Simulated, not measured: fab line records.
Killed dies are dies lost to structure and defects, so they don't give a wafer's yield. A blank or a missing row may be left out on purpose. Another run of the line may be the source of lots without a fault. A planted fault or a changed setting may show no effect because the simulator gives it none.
Split-lot trial || flow berkeleyCmos170 || 27 wafers read from 5 lots, route of 331 steps

## ABOUT THE SPLIT
At UCB170_WELLDRIVE_OXIDATION_01 (target thk 199 nm, ox time 9000 s), the setting oxTimeS was moved away from the recipe's 9000 s on 24 of the 27 wafers read, by -54.3% to +39.9%. All remaining wafers had this setting at the recipe value.

Split to reading: the file shows no intervening step.

## THE READING
WELLDRIVE_OXIDE_THK in nanometres, read at UCB170_WELLDRIVE_THK_MEAS_02. A value of 198 nm with a standard deviation of 3.9 nm is what fault-free wafers of this fab line usually give.

{"wafer": "L075.1", "tool, chamber at the split": "-, -", "oxTimeS as run, s": 4114, "against the recipe": "-54.3%", "WELLDRIVE_OXIDE_THK, nm": 126, "against lot-mates on the recipe": "no lot-mate on the recipe"}
{"wafer": "L075.2", "tool, chamber at the split": "-, -", "oxTimeS as run, s": 4114, "against the recipe": "-54.3%", "WELLDRIVE_OXIDE_THK, nm": 128, "against lot-mates on the recipe": "no lot-mate on the recipe"}
{"wafer": "L075.3", "tool, chamber at the split": "-, -", "oxTimeS as run, s": 4114, "against the recipe": "-54.3%", "WELLDRIVE_OXIDE_THK, nm": 130, "against lot-mates on the recipe": "no lot-mate on the recipe"}
{"wafer": "L075.4", "tool, chamber at the split": "-, -", "oxTimeS as run, s": 4114, "against the recipe": "-54.3%", "WELLDRIVE_OXIDE_THK, nm": 129, "against lot-mates on the recipe": "no lot-mate on the recipe"}
{"wafer": "L075.5", "tool, chamber at the split": "-, -", "oxTimeS as run, s": 4114, "against the recipe": "-54.3%", "WELLDRIVE_OXIDE_THK, nm": 125, "against lot-mates on the recipe": "no lot-mate on the recipe"}
{"wafer": "L075.6", "tool, chamber at the split": "-, -", "oxTimeS as run, s": 4114, "against the recipe": "-54.3%", "WELLDRIVE_OXIDE_THK, nm": 128, "against lot-mates on the recipe": "no lot-mate on the recipe"}
{"wafer": "L076.1", "tool, chamber at the split": "-, -", "oxTimeS as run, s": 12590, "against the recipe": "+39.9%", "WELLDRIVE_OXIDE_THK, nm": 237, "against lot-mates on the recipe": "no lot-mate on the recipe"}
{"wafer": "L076.2", "tool, chamber at the split": "-, -", "oxTimeS as run, s": 12590, "against the recipe": "+39.9%", "WELLDRIVE_OXIDE_THK, nm": 241, "against lot-mates on the recipe": "no lot-mate on the recipe"}
{"wafer": "L076.3", "tool, chamber at the split": "-, -", "oxTimeS as run, s": 12590, "against the recipe": "+39.9%", "WELLDRIVE_OXIDE_THK, nm": 238, "against lot-mates on the recipe": "no lot-mate on the recipe"}
{"wafer": "L076.4", "tool, chamber at the split": "-, -", "oxTimeS as run, s": 12590, "against the recipe": "+39.9%", "WELLDRIVE_OXIDE_THK, nm": 241, "against lot-mates on the recipe": "no lot-mate on the recipe"}
{"wafer": "L076.5", "tool, chamber at the split": "-, -", "oxTimeS as run, s": 12590, "against the recipe": "+39.9%", "WELLDRIVE_OXIDE_THK, nm": 238, "against lot-mates on the recipe": "no lot-mate on the recipe"}
{"wafer": "L076.6", "tool, chamber at the split": "-, -", "oxTimeS as run, s": 12590, "against the recipe": "+39.9%", "WELLDRIVE_OXIDE_THK, nm": 236, "against lot-mates on the recipe": "no lot-mate on the recipe"}
{"wafer": "L078.2", "tool, chamber at the split": "furnace-01, 0", "oxTimeS as run, s": 9000, "against the recipe": "recipe", "WELLDRIVE_OXIDE_THK, nm": 197, "against lot-mates on the recipe": "-"}
{"wafer": "L078.3", "tool, chamber at the split": "furnace-01, 0", "oxTimeS as run, s": 9000, "against the recipe": "recipe", "WELLDRIVE_OXIDE_THK, nm": 199, "against lot-mates on the recipe": "-"}
{"wafer": "L078.5", "tool, chamber at the split": "furnace-01, 0", "oxTimeS as run, s": 9000, "against the recipe": "recipe", "WELLDRIVE_OXIDE_THK, nm": 204, "against lot-mates on the recipe": "-"}
{"wafer": "L080.1", "tool, chamber at the split": "-, -", "oxTimeS as run, s": 4653, "against the recipe": "-48.3%", "WELLDRIVE_OXIDE_THK, nm": 135, "against lot-mates on the recipe": "no lot-mate on the recipe"}
{"wafer": "L080.2", "tool, chamber at the split": "-, -", "oxTimeS as run, s": 4653, "against the recipe": "-48.3%", "WELLDRIVE_OXIDE_THK, nm": 134, "against lot-mates on the recipe": "no lot-mate on the recipe"}
{"wafer": "L080.3", "tool, chamber at the split": "-, -", "oxTimeS as run, s": 4653, "against the recipe": "-48.3%", "WELLDRIVE_OXIDE_THK, nm": 134, "against lot-mates on the recipe": "no lot-mate on the recipe"}
{"wafer": "L080.4", "tool, chamber at the split": "-, -", "oxTimeS as run, s": 4653, "against the recipe": "-48.3%", "WELLDRIVE_OXIDE_THK, nm": 134, "against lot-mates on the recipe": "no lot-mate on the recipe"}
{"wafer": "L080.5", "tool, chamber at the split": "-, -", "oxTimeS as run, s": 4653, "against the recipe": "-48.3%", "WELLDRIVE_OXIDE_THK, nm": 137, "against lot-mates on the recipe": "no lot-mate on the recipe"}
{"wafer": "L080.6", "tool, chamber at the split": "-, -", "oxTimeS as run, s": 4653, "against the recipe": "-48.3%", "WELLDRIVE_OXIDE_THK, nm": 132, "against lot-mates on the recipe": "no lot-mate on the recipe"}
{"wafer": "L082.1", "tool, chamber at the split": "-, -", "oxTimeS as run, s": 5441, "against the recipe": "-39.5%", "WELLDRIVE_OXIDE_THK, nm": 136, "against lot-mates on the recipe": "no lot-mate on the recipe"}
{"wafer": "L082.2", "tool, chamber at the split": "-, -", "oxTimeS as run, s": 5441, "against the recipe": "-39.5%", "WELLDRIVE_OXIDE_THK, nm": 137, "against lot-mates on the recipe": "no lot-mate on the recipe"}
{"wafer": "L082.3", "tool, chamber at the split": "-, -", "oxTimeS as run, s": 5441, "against the recipe": "-39.5%", "WELLDRIVE_OXIDE_THK, nm": 137, "against lot-mates on the recipe": "no lot-mate on the recipe"}
{"wafer": "L082.4", "tool, chamber at the split": "-, -", "oxTimeS as run, s": 5441, "against the recipe": "-39.5%", "WELLDRIVE_OXIDE_THK, nm": 139, "against lot-mates on the recipe": "no lot-mate on the recipe"}
{"wafer": "L082.5", "tool, chamber at the split": "-, -", "oxTimeS as run, s": 5441, "against the recipe": "-39.5%", "WELLDRIVE_OXIDE_THK, nm": 135, "against lot-mates on the recipe": "no lot-mate on the recipe"}
{"wafer": "L082.6", "tool, chamber at the split": "-, -", "oxTimeS as run, s": 5441, "against the recipe": "-39.5%", "WELLDRIVE_OXIDE_THK, nm": 136, "against lot-mates on the recipe": "no lot-mate on the recipe"}

THE FIT
A straight line over all 27 wafers: WELLDRIVE_OXIDE_THK changes by +1.22 nm for each +1% of oxTimeS; r = +0.99; the points scatter about the line by 5 nm.
Too few moved wafers have a lot-mate on the recipe to fit a line with each lot's own level taken away.

## THE WHOLE CHAIN: every reading that the file lists as answering this split, in the file's order
{"step": "UCB170_WELLDRIVE_OXIDATION_01", "what it does": "target thk 199 nm, ox time 9000 s", "reading": "SiO2_of_WELLDRIVE_OXIDATION_01.thkNm (the simulator's own value, which no gauge read)", "change (the file's fit)": "+1.22 nm for each +1% of the setting", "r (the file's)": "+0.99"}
{"step": "UCB170_WELLDRIVE_THK_MEAS_02", "what it does": "", "reading": "WELLDRIVE_OXIDE_THK", "change (the file's fit)": "+1.22 for each +1% of the setting", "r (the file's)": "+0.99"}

## FILE'S OWN FIT
WELLDRIVE_OXIDE_THK changes by +1.22 nm for each +1% of oxTimeS, r = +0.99.
